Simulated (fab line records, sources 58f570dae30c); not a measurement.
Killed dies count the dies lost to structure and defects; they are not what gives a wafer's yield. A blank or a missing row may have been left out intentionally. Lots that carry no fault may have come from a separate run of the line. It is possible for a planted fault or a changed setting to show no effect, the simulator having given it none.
fab line records	flow berkeleyCmos170
record: lots: 5	wafers: 23
route steps=331 shown M2@283 V2@292 M3@322
startH: hours from the record's first day to the start of the lot's first wafer shown	waitH: how many hours have passed since the lot's step before this one	" as in the row above	L1.1+2: a row that stands for several wafers	- no value, or no start given	* or withheld: withheld	< > ~ a bound
route shown NAME@n: NAME is a module with steps in the file, n the number in the route of the first one	usual: the fault-free wafers' mean and standard deviation	same: alike in all rows	chamber/n: place in a boat	sites: the reading at each site	_std_site: standard deviation of those values	_edge_site: the outer-site mean with the inner-site mean subtracted	radiusMm: how far each site lies from the wafer's centre	mask NAME#n: copy n	behind: tool/chamber where the wafer was last shaped	hold: the reason the lot was held/the length of the hold in hours/how it ended	device: the transistor (n, p or np) that didn't switch	end of line: tests run on the same wafers once the route is complete	where a step has no rows: the recipe by itself	killed: the dies lost at the first sort to structure and to defects; this is not the yield of the wafer	map: shows each die of a wafer: x if killed, . if not, _ if none is there
set.NAME: the setting that was run; set.NAME@STEP: the one run at that earlier step	model.NAME: the simulator's own value behind a step, which no gauge read
one table per step and one row per wafer, for lots whose settings were changed on purpose
== steps ==
step: UCB170_M2_EXPOSE_12
recipe: maskId: METAL2	targetCdNm: 700	na: 0.5	sigmaOuter: 0.6	sourceShape: conventional	doseMj: 26
lot.wafer	tool	chamber	startH	waitH	mask	set.doseMj
L074.1+6	krfScanner-01	0	162.91	-	METAL2#0	27.32
L074.2+3+5	"	0	"	"	METAL2#0	26
L076.2+3+4	krfScanner-01	0	166.90	-	METAL2#0	26
L076.5+6	"	0	"	"	METAL2#0	27.68
L078.1+2+4+5+6	krfScanner-02	0	179.37	-	METAL2#0	26
L081.1+5+6	krfScanner-02	0	193.94	-	METAL2#0	26
L081.2+3	"	0	"	"	METAL2#0	24.68
L082.2+4+6	krfScanner-02	0	208.16	-	METAL2#0	26
step: UCB170_M2_PEB_13
recipe: pebTempC: 130	pebTimeS: withheld	resist: KrF
step: UCB170_M2_DEVELOP_14
recipe: developer: TMAH	developTimeS: 45	resist: KrF	devTempC: 21
step: UCB170_M2_CD_MEAS_15
recipe: targetCdNm: 700
usual: cdNm: 699.6/1.4
lot.wafer	tool	chamber	startH	waitH	set.doseMj@M2_EXPOSE_12	cdNm
L074.1	cdSem-01	-	163.36	-	27.32	691.1
L074.2	"	-	"	"	26	698.9
L074.3	"	-	"	"	26	700.4
L074.5	"	-	"	"	26	698.7
L074.6	"	-	"	"	27.32	690.9
L076.2	cdSem-01	-	167.30	-	26	697.3
L076.3	"	-	"	"	26	699.9
L076.4	"	-	"	"	26	696.0
L076.5	"	-	"	"	27.68	687.2
L076.6	"	-	"	"	27.68	686.6
L078.1	cdSem-01	-	179.78	-	26	700.0
L078.2	"	-	"	"	26	699.9
L078.4	"	-	"	"	26	700.5
L078.5	"	-	"	"	26	700.6
L078.6	"	-	"	"	26	701.7
L081.1	cdSem-02	-	194.68	-	26	700.9
L081.2	"	-	"	"	24.68	709.5
L081.3	"	-	"	"	24.68	708.3
L081.5	"	-	"	"	26	700.1
L081.6	"	-	"	"	26	700.0
L082.2	cdSem-01	-	208.58	-	26	698.8
L082.4	"	-	"	"	26	700.1
L082.6	"	-	"	"	26	698.4
step: UCB170_M2_ETCH_17
recipe: chemistry: N2/H2	targetDepthA: withheld	overetchA: withheld	target: BARC	timeS: withheld	sourceW: 500	biasW: 100	pressureMtorr: 30	n2FlowSccm: 100	h2FlowSccm: 200
lot.wafer	tool	chamber	startH	waitH	set.doseMj@M2_EXPOSE_12	model.M2.cdNm
L074.1	rieDiel-04	3	163.52	0.0	27.32	691.9
L074.2+5	"	2,0	"	"	26	698.8
L074.3	"	0	"	"	26	699.9
L074.6	"	3	"	"	27.32	691.5
L076.2	rieDiel-02	3	167.43	0.0	26	696.5
L076.3	"	2	"	"	26	699.7
L076.4	"	0	"	"	26	696.3
L076.5	"	0	"	"	27.68	687.1
L076.6	"	3	"	"	27.68	686.5
L078.1	rieDiel-04	3	179.93	0.0	26	700.6
L078.2	"	0	"	"	26	699.7
L078.4	"	1	"	"	26	699.8
L078.5	"	1	"	"	26	700.7
L078.6	"	2	"	"	26	701.8
L081.1	rieDiel-02	1	194.84	0.0	26	700.7
L081.2	"	0	"	"	24.68	709.9
L081.3	"	3	"	"	24.68	708.2
L081.5	"	2	"	"	26	699.6
L081.6	"	3	"	"	26	700
L082.2	rieDiel-02	0	208.72	0.0	26	698.6
L082.4	"	1	"	"	26	699.5
L082.6	"	1	"	"	26	698.3
step: UCB170_M2_METAL_ETCH_18
recipe: chemistry: Cl2/BCl3	target: Al	stopOn: SiO2	pressureMtorr: 12	targetDepthA: 11700	overEtchFrac: 0.3	timeS: 203.4	icpW: 600	biasW: 120	Cl2_flow_sccm: 90	bcl3FlowSccm: 45
lot.wafer	tool	chamber	startH	waitH	set.doseMj@M2_EXPOSE_12	model.M2.cdNm
L074.1	rieMetal-03	0	163.56	-	27.32	691.3
L074.2	"	1	"	"	26	698.2
L074.3	"	1	"	"	26	702.1
L074.5	"	0	"	"	26	698.8
L074.6	"	1	"	"	27.32	693.2
L076.2	rieMetal-04	0	167.47	-	26	697.4
L076.3	"	0	"	"	26	700.9
L076.4	"	1	"	"	26	695.3
L076.5	"	1	"	"	27.68	684.9
L076.6	"	0	"	"	27.68	687.7
L078.1	rieMetal-01	0	179.98	-	26	695.5
L078.2	"	1	"	"	26	697.3
L078.4	"	1	"	"	26	696.9
L078.5	"	1	"	"	26	696.8
L078.6	"	0	"	"	26	693.3
L081.1	rieMetal-04	0	194.88	-	26	699.1
L081.2+3	"	1,0	"	"	24.68	705.6
L081.5	"	0	"	"	26	695.9
L081.6	"	1	"	"	26	696.3
L082.2	rieMetal-04	1	208.76	-	26	697.5
L082.4	"	1	"	"	26	693.5
L082.6	"	1	"	"	26	696.5
step: UCB170_M2_STRIP_19
recipe: chemistry: O2	powerW: 400	pressureMtorr: 3500	platenTempC: withheld	o2FlowSccm: 400	overashFraction: 0.5
step: UCB170_M2_CD_MEAS_90
recipe: targetCdNm: 700
usual: cdNm: 698/3
lot.wafer	tool	chamber	startH	waitH	set.doseMj@M2_EXPOSE_12	cdNm
L074.1	cdSem-01	-	163.87	0.1	27.32	692
L074.2	"	-	"	"	26	698
L074.3	"	-	"	"	26	702
L074.5	"	-	"	"	26	699
L074.6	"	-	"	"	27.32	693
L076.2	cdSem-02	-	167.78	0.1	26	698
L076.3	"	-	"	"	26	701
L076.4	"	-	"	"	26	696
L076.5	"	-	"	"	27.68	685
L076.6	"	-	"	"	27.68	688
L078.1	cdSem-02	-	180.26	0.1	26	696
L078.2	"	-	"	"	26	697
L078.4	"	-	"	"	26	697
L078.5	"	-	"	"	26	697
L078.6	"	-	"	"	26	693
L081.1	cdSem-01	-	195.17	0.1	26	699
L081.2	"	-	"	"	24.68	706
L081.3	"	-	"	"	24.68	706
L081.5	"	-	"	"	26	696
L081.6	"	-	"	"	26	696
L082.2	cdSem-02	-	209.07	0.1	26	698
L082.4	"	-	"	"	26	694
L082.6	"	-	"	"	26	696
step: UCB170_V2_CVD_00
recipe: material: SiO2	targetThkNm: 2000	tempC: 390	precursor: TEOS/O2	timeS: 250	rfW: 550	pressureMtorr: 9000
lot.wafer	tool	chamber	startH	waitH	set.timeS	model.SiO2_of_V2_CVD_00.thkNm
L074.1	pecvd-02	2	163.99	0.1	250	2006
L074.2	"	0	"	"	250	2007
L074.3	"	1	"	"	286.8	2254
L074.5	"	0	"	"	286.8	2324
L074.6	"	2	"	"	250	2045
L076.2	pecvd-02	1	167.88	0.1	285.3	2234
L076.3	"	2	"	"	250	1968
L076.4	"	0	"	"	250	2023
L076.5	"	1	"	"	250	1965
L076.6	"	2	"	"	285.3	2307
L078.1	pecvd-04	1	180.38	0.1	279.1	2214
L078.2	"	2	"	"	250	1977
L078.4	"	2	"	"	279.1	2253
L078.5	"	2	"	"	279.1	2233
L078.6	"	1	"	"	250	2003
L081.1	pecvd-04	1	195.29	0.1	250	2020
L081.2	"	0	"	"	250	1995
L081.3	"	2	"	"	250	2024
L081.5	"	0	"	"	250	2046
L081.6	"	1	"	"	250	2032
L082.2	pecvd-04	1	209.17	0.1	250	1974
L082.4	"	2	"	"	250	2044
L082.6	"	1	"	"	250	2043
step: UCB170_V2_THK_MEAS_01
recipe: reads: SiO2_of_V2_CVD_00
usual: V2_TEOS_THK: 2008/28
lot.wafer	tool	chamber	startH	waitH	set.timeS@V2_CVD_00	V2_TEOS_THK[nm]
L074.1	filmMetro-01	-	164.15	0.1	250	2008
L074.2	"	-	"	"	250	2008
L074.3	"	-	"	"	286.8	2254
L074.5	"	-	"	"	286.8	2325
L074.6	"	-	"	"	250	2045
L076.2	filmMetro-02	-	168.05	0.1	285.3	2235
L076.3	"	-	"	"	250	1968
L076.4	"	-	"	"	250	2022
L076.5	"	-	"	"	250	1965
L076.6	"	-	"	"	285.3	2308
L078.1	filmMetro-02	-	180.62	0.2	279.1	2214
L078.2	"	-	"	"	250	1977
L078.4	"	-	"	"	279.1	2254
L078.5	"	-	"	"	279.1	2233
L078.6	"	-	"	"	250	2003
L081.1	filmMetro-03	-	195.44	0.1	250	2021
L081.2	"	-	"	"	250	1994
L081.3	"	-	"	"	250	2023
L081.5	"	-	"	"	250	2046
L081.6	"	-	"	"	250	2033
L082.2	filmMetro-02	-	209.33	0.1	250	1976
L082.4	"	-	"	"	250	2044
L082.6	"	-	"	"	250	2044
step: UCB170_M3_PEB_13
recipe: pebTempC: 130	pebTimeS: withheld	resist: KrF
lot.wafer	tool	chamber	startH	waitH	set.pebTempC
L074.1+2+3+5+6	lithoTrack-01	0	168.42	0.1	130
L076.2+3+6	lithoTrack-01	0	173.72	0.4	127
L076.4+5	"	0	"	"	130
L078.1+2+5	lithoTrack-04	0	185.07	0.1	131.8
L078.4+6	"	0	"	"	130
L081.1+3	lithoTrack-02	0	201.56	0.5	133.6
L081.2+5+6	"	0	"	"	130
L082.2+4+6	lithoTrack-04	0	213.69	0.4	130
step: UCB170_M3_DEVELOP_14
recipe: developer: TMAH	developTimeS: 45	resist: KrF	devTempC: 21
step: UCB170_M3_CD_MEAS_15
recipe: targetCdNm: 700
usual: cdNm: 700.1/1.4
lot.wafer	tool	chamber	startH	waitH	set.pebTempC@M3_PEB_13	cdNm
L074.1	cdSem-01	-	168.69	-	130	700.4
L074.2	"	-	"	"	130	700.3
L074.3	"	-	"	"	130	699.7
L074.5	"	-	"	"	130	700.3
L074.6	"	-	"	"	130	702.1
L076.2	cdSem-01	-	173.99	-	127	723.5
L076.3	"	-	"	"	127	725.2
L076.4	"	-	"	"	130	701.0
L076.5	"	-	"	"	130	700.8
L076.6	"	-	"	"	127	722.8
L078.1	cdSem-02	-	185.34	-	131.8	689.3
L078.2	"	-	"	"	131.8	689.3
L078.4	"	-	"	"	130	699.1
L078.5	"	-	"	"	131.8	689.8
L078.6	"	-	"	"	130	700.0
L081.1	cdSem-02	-	201.83	-	133.6	683.5
L081.2	"	-	"	"	130	702.1
L081.3	"	-	"	"	133.6	683.0
L081.5	"	-	"	"	130	702.2
L081.6	"	-	"	"	130	701.8
L082.2	cdSem-01	-	213.96	-	130	700.8
L082.4	"	-	"	"	130	700.1
L082.6	"	-	"	"	130	699.5
step: UCB170_M3_ETCH_17
recipe: chemistry: N2/H2	targetDepthA: withheld	overetchA: withheld	target: BARC	timeS: withheld	sourceW: 500	biasW: 100	pressureMtorr: 30	n2FlowSccm: 100	h2FlowSccm: 200
lot.wafer	tool	chamber	startH	waitH	set.pebTempC@M3_PEB_13	model.M3.cdNm
L074.1	rieDiel-02	1	168.85	0.0	130	701
L074.2	"	0	"	"	130	700.6
L074.3	"	2	"	"	130	700.3
L074.5	"	3	"	"	130	701.4
L074.6	"	0	"	"	130	702
L076.2	rieDiel-04	0	174.13	0.0	127	723.7
L076.3	"	3	"	"	127	725.5
L076.4	"	1	"	"	130	701
L076.5	"	2	"	"	130	702
L076.6	"	3	"	"	127	723.2
L078.1	rieDiel-03	1	185.50	0.0	131.8	687.6
L078.2	"	3	"	"	131.8	688.5
L078.4	"	2	"	"	130	698.6
L078.5	"	2	"	"	131.8	689.2
L078.6	"	1	"	"	130	699.2
L081.1	rieDiel-02	3	201.99	0.0	133.6	683.5
L081.2	"	2	"	"	130	702.5
L081.3	"	0	"	"	133.6	683.1
L081.5	"	0	"	"	130	702.1
L081.6	"	3	"	"	130	701.9
L082.2	rieDiel-02	3	214.10	0.0	130	700.9
L082.4	"	0	"	"	130	700.1
L082.6	"	3	"	"	130	699.6
step: UCB170_M3_METAL_ETCH_18
recipe: chemistry: Cl2/BCl3	target: Al	stopOn: SiO2	pressureMtorr: 12	targetDepthA: 11700	overEtchFrac: 0.3	timeS: 195	icpW: 590	biasW: 120	Cl2_flow_sccm: 90	bcl3FlowSccm: 45
lot.wafer	tool	chamber	startH	waitH	set.pebTempC@M3_PEB_13	model.M3.cdNm
L074.1	rieMetal-02	0	168.89	-	130	700.7
L074.2	"	1	"	"	130	701.7
L074.3	"	0	"	"	130	697.9
L074.5	"	0	"	"	130	698.9
L074.6	"	1	"	"	130	702.7
L076.2	rieMetal-02	1	174.17	-	127	726.2
L076.3	"	1	"	"	127	729.1
L076.4	"	0	"	"	130	703.8
L076.5	"	0	"	"	130	700.9
L076.6	"	1	"	"	127	725.1
L078.1	rieMetal-03	1	185.54	-	131.8	692.3
L078.2	"	0	"	"	131.8	689.2
L078.4	"	1	"	"	130	704.6
L078.5	"	1	"	"	131.8	697.1
L078.6	"	0	"	"	130	698.3
L081.1	rieMetal-03	0	202.03	-	133.6	680
L081.2	"	1	"	"	130	706.6
L081.3	"	0	"	"	133.6	679.9
L081.5	"	0	"	"	130	699
L081.6	"	1	"	"	130	703.2
L082.2	rieMetal-02	0	214.14	-	130	703.9
L082.4	"	0	"	"	130	703.4
L082.6	"	0	"	"	130	702.1
step: UCB170_M3_STRIP_19
recipe: chemistry: O2	powerW: 400	pressureMtorr: 3500	platenTempC: withheld	o2FlowSccm: 400	overashFraction: 0.5
step: UCB170_M3_CD_MEAS_90
recipe: targetCdNm: 700
usual: cdNm: 702/3.3
lot.wafer	tool	chamber	startH	waitH	set.pebTempC@M3_PEB_13	cdNm
L074.1	cdSem-02	-	169.18	0.1	130	701
L074.2	"	-	"	"	130	701
L074.3	"	-	"	"	130	698
L074.5	"	-	"	"	130	699
L074.6	"	-	"	"	130	702
L076.2	cdSem-01	-	174.48	0.1	127	726
L076.3	"	-	"	"	127	729
L076.4	"	-	"	"	130	703
L076.5	"	-	"	"	130	700
L076.6	"	-	"	"	127	725
L078.1	cdSem-01	-	185.83	0.1	131.8	692
L078.2	"	-	"	"	131.8	689
L078.4	"	-	"	"	130	704
L078.5	"	-	"	"	131.8	697
L078.6	"	-	"	"	130	699
L081.1	cdSem-01	-	202.32	0.1	133.6	680
L081.2	"	-	"	"	130	707
L081.3	"	-	"	"	133.6	680
L081.5	"	-	"	"	130	699
L081.6	"	-	"	"	130	703
L082.2	cdSem-02	-	214.45	0.1	130	704
L082.4	"	-	"	"	130	703
L082.6	"	-	"	"	130	702
== key ==
split: step: UCB170_M2_EXPOSE_12	setting: doseMj	stated: 26	by: wafer
response: step: UCB170_M2_CD_MEAS_15	reading: cdNm	change: -1.66	per: 1%	r: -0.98
response: step: UCB170_M2_ETCH_17	reading: model.M2.cdNm	change: -1.63	per: 1%	r: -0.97
response: step: UCB170_M2_METAL_ETCH_18	reading: model.M2.cdNm	change: -1.67	per: 1%	r: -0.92
response: step: UCB170_M2_CD_MEAS_90	reading: cdNm	change: -1.66	per: 1%	r: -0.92
split: step: UCB170_V2_CVD_00	setting: timeS	stated: 250	by: wafer
response: step: UCB170_V2_CVD_00	reading: model.SiO2_of_V2_CVD_00.thkNm	change: +19.6	per: 1%	r: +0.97
response: step: UCB170_V2_THK_MEAS_01	reading: V2_TEOS_THK	change: +19.7	per: 1%	r: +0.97
split: step: UCB170_M3_PEB_13	setting: pebTempC	stated: 130	by: wafer
response: step: UCB170_M3_CD_MEAS_15	reading: cdNm	change: -7.97	per: 1%	r: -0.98
response: step: UCB170_M3_ETCH_17	reading: model.M3.cdNm	change: -7.98	per: 1%	r: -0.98
response: step: UCB170_M3_METAL_ETCH_18	reading: model.M3.cdNm	change: -8.86	per: 1%	r: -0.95
response: step: UCB170_M3_CD_MEAS_90	reading: cdNm	change: -8.97	per: 1%	r: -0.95
